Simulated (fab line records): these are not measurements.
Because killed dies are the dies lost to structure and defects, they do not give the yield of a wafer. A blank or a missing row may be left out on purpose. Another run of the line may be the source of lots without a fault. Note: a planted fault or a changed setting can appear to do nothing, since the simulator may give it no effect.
Check for tools in common + flow berkeley cmos170 + 13 lots, 39 wafers sampled

== WHAT PROMPTED THE OPENING ==
Flagged at UCB170_ACTIVE_CD_MEAS_13: reading cd nm, on 1 of 13 lots. Fault-free wafers read 1200.0 nm, with a standard deviation of 1.1.
Rule: a lot is flagged in two cases, either no wafer of it has a number, or all its wafers with numbers fall more than 4 standard deviations from that mean. The other lots count as sound.

| lot  | measured    | on        | cd nm (nm), wafer by wafer | flag    |
|------|-------------|-----------|----------------------------|---------|
| L369 | day 5 08:19 | cd sem-02 | 1197.8 1198.8 1199.8       |         |
| L374 | day 5 15:47 | cd sem-01 | 1200.4 1200.1 1199.7       |         |
| L371 | day 5 16:01 | cd sem-01 | 1201.0 1199.7 1200.2       |         |
| L372 | day 5 16:10 | cd sem-01 | 1200.9 1200.7 1200.3       |         |
| L370 | day 5 16:16 | cd sem-01 | 1198.9 1199.2 1198.7       |         |
| L373 | day 5 16:31 | cd sem-01 | 1199.0 1198.8 1199.1       |         |
| L376 | day 5 23:50 | cd sem-01 | 1200.2 1201.6 1200.5       |         |
| L378 | day 6 21:49 | cd sem-02 | 1199.2 1199.3 1199.0       |         |
| L379 | day 7 05:02 | cd sem-02 | 1199.1 1199.3 1201.6       |         |
| L383 | day 7 14:32 | cd sem-02 | 1201.8 1200.6 1200.8       |         |
| L382 | day 7 14:47 | cd sem-02 | 1200.0 1200.1 1201.2       |         |
| L385 | day 8 04:56 | cd sem-02 | 1284.6 1285.0 1285.3       | FLAGGED |
| L384 | day 8 05:09 | cd sem-02 | 1202.7 1201.5 1201.7       |         |
On average the flagged lots' numbers are 1285.0 nm, which is +85.0 nm against the usual, or +77 standard deviations.

== WHICH TOOL EACH LOT WENT THROUGH ==
3 process steps preceding the reading are held in the record, out of 331 steps in the route. In each cell: the tool, then ch and the chambers that the sampled wafers went through, then the start.
| lot  | flag    | UCB170_ZERO_STRIP_07                | UCB170_NWELL_ETCH_13              | UCB170_ACTIVE_EXPOSE_10          |
|------|---------|-------------------------------------|-----------------------------------|----------------------------------|
| L369 |         | plasma asher-01 ch 0,1, day 2 02:43 | rie diel-02 ch 0,3, day 2 20:23   | krf scanner-01 ch 0, day 5 07:56 |
| L374 |         | plasma asher-01 ch 0,1, day 2 19:43 | rie diel-02 ch 0,2,3, day 3 11:04 | krf scanner-01 ch 0, day 5 15:00 |
| L371 |         | plasma asher-01 ch 0,1, day 2 11:46 | rie diel-02 ch 0,2,3, day 3 02:29 | krf scanner-01 ch 0, day 5 15:07 |
| L372 |         | plasma asher-03 ch 0,1, day 2 12:01 | rie diel-03 ch 0,1,3, day 3 02:22 | krf scanner-01 ch 0, day 5 15:15 |
| L370 |         | plasma asher-03 ch 0,1, day 2 11:38 | rie diel-01 ch 0,1,2, day 3 02:23 | krf scanner-01 ch 0, day 5 15:21 |
| L373 |         | plasma asher-04 ch 0,1, day 2 19:29 | rie diel-01 ch 0,1,3, day 3 10:58 | krf scanner-01 ch 0, day 5 15:36 |
| L376 |         | plasma asher-03 ch 0,1, day 3 05:28 | rie diel-03 ch 0,2,3, day 3 17:19 | krf scanner-02 ch 0, day 5 23:25 |
| L378 |         | plasma asher-04 ch 0,1, day 3 17:55 | rie diel-01 ch 1,2,3, day 4 10:40 | krf scanner-02 ch 0, day 6 21:25 |
| L379 |         | plasma asher-04 ch 0,1, day 3 23:28 | rie diel-02 ch 0,1,2, day 4 18:18 | krf scanner-02 ch 0, day 7 04:39 |
| L383 |         | plasma asher-01 ch 0,1, day 4 20:46 | rie diel-01 ch 0,2,3, day 5 12:24 | krf scanner-02 ch 0, day 7 14:02 |
| L382 |         | plasma asher-04 ch 0,1, day 4 20:31 | rie diel-02 ch 2,3, day 5 12:41   | krf scanner-02 ch 0, day 7 14:14 |
| L385 | FLAGGED | plasma asher-01 ch 0,1, day 5 05:13 | rie diel-03 ch 0,3, day 5 22:05   | krf scanner-02 ch 0, day 8 04:10 |
| L384 |         | plasma asher-04 ch 0,1, day 5 05:06 | rie diel-02 ch 0,3, day 5 21:48   | krf scanner-01 ch 0, day 8 04:29 |
What is done by these steps:
- UCB170_ZERO_STRIP_07: strips in O2.
- UCB170_NWELL_ETCH_13: etches Si3N4 in CH3F/Ar/O2, stops on SiO2, target depth 246.4 nm, time 154 s.
- UCB170_ACTIVE_EXPOSE_10: exposes mask ACTIVE, target cd 1200 nm.
- UCB170_ACTIVE_CD_MEAS_13: target cd 1200 nm.

== FLAGGED AGAINST TOTAL, ONE TOOL AT A TIME (gauges that did the reading follow at the end) ==
| step                     | tool            | lots run | flagged | share of the flagged lots | sound lots run after its first flagged lot |
|--------------------------|-----------------|----------|---------|---------------------------|--------------------------------------------|
| UCB170_ZERO_STRIP_07     | plasma asher-01 | 5        | 1       | all                       | 0                                          |
| UCB170_ZERO_STRIP_07     | plasma asher-03 | 3        | 0       | none                      | -                                          |
| UCB170_ZERO_STRIP_07     | plasma asher-04 | 5        | 0       | none                      | -                                          |
| UCB170_NWELL_ETCH_13     | rie diel-01     | 4        | 0       | none                      | -                                          |
| UCB170_NWELL_ETCH_13     | rie diel-02     | 6        | 0       | none                      | -                                          |
| UCB170_NWELL_ETCH_13     | rie diel-03     | 3        | 1       | all                       | 0                                          |
| UCB170_ACTIVE_EXPOSE_10  | krf scanner-01  | 7        | 0       | none                      | -                                          |
| UCB170_ACTIVE_EXPOSE_10  | krf scanner-02  | 6        | 1       | all                       | 0                                          |
| UCB170_ACTIVE_CD_MEAS_13 | cd sem-01       | 6        | 0       | none                      | -                                          |
| UCB170_ACTIVE_CD_MEAS_13 | cd sem-02       | 7        | 1       | all                       | 1 (L384)                                   |

== WHAT IS ALLOWED BY THE TABLE ==
4 rows of the table ran every flagged lot: plasma asher-01 at UCB170_ZERO_STRIP_07, rie diel-03 at UCB170_NWELL_ETCH_13, krf scanner-02 at UCB170_ACTIVE_EXPOSE_10, cd sem-02 at UCB170_ACTIVE_CD_MEAS_13.
- plasma asher-01 at UCB170_ZERO_STRIP_07: 1 of its 5 lots flagged. Last sound lot L383 at day 4 20:46, first flagged lot L385 at day 5 05:13; a fault beginning in between fits.
- rie diel-03 at UCB170_NWELL_ETCH_13: 1 of its 3 lots flagged. Last sound lot L376 at day 3 17:19, first flagged lot L385 at day 5 22:05; a fault beginning in between fits.
- krf scanner-02 at UCB170_ACTIVE_EXPOSE_10: 1 of its 6 lots flagged. Last sound lot L382 at day 7 14:14, first flagged lot L385 at day 8 04:10; a fault beginning in between fits.
- cd sem-02 at UCB170_ACTIVE_CD_MEAS_13: 1 of its 7 lots flagged. After the first flagged lot (L384), sound lots still ran on it; a lasting fault on the whole tool would not permit that.
Because each of these 3 tools fits a fault that began at some hour, counting lots does not separate them. More lots, or a look at what each step does to the wafer, might.

== WHAT WAS PUT IN BY THE SIMULATOR ==
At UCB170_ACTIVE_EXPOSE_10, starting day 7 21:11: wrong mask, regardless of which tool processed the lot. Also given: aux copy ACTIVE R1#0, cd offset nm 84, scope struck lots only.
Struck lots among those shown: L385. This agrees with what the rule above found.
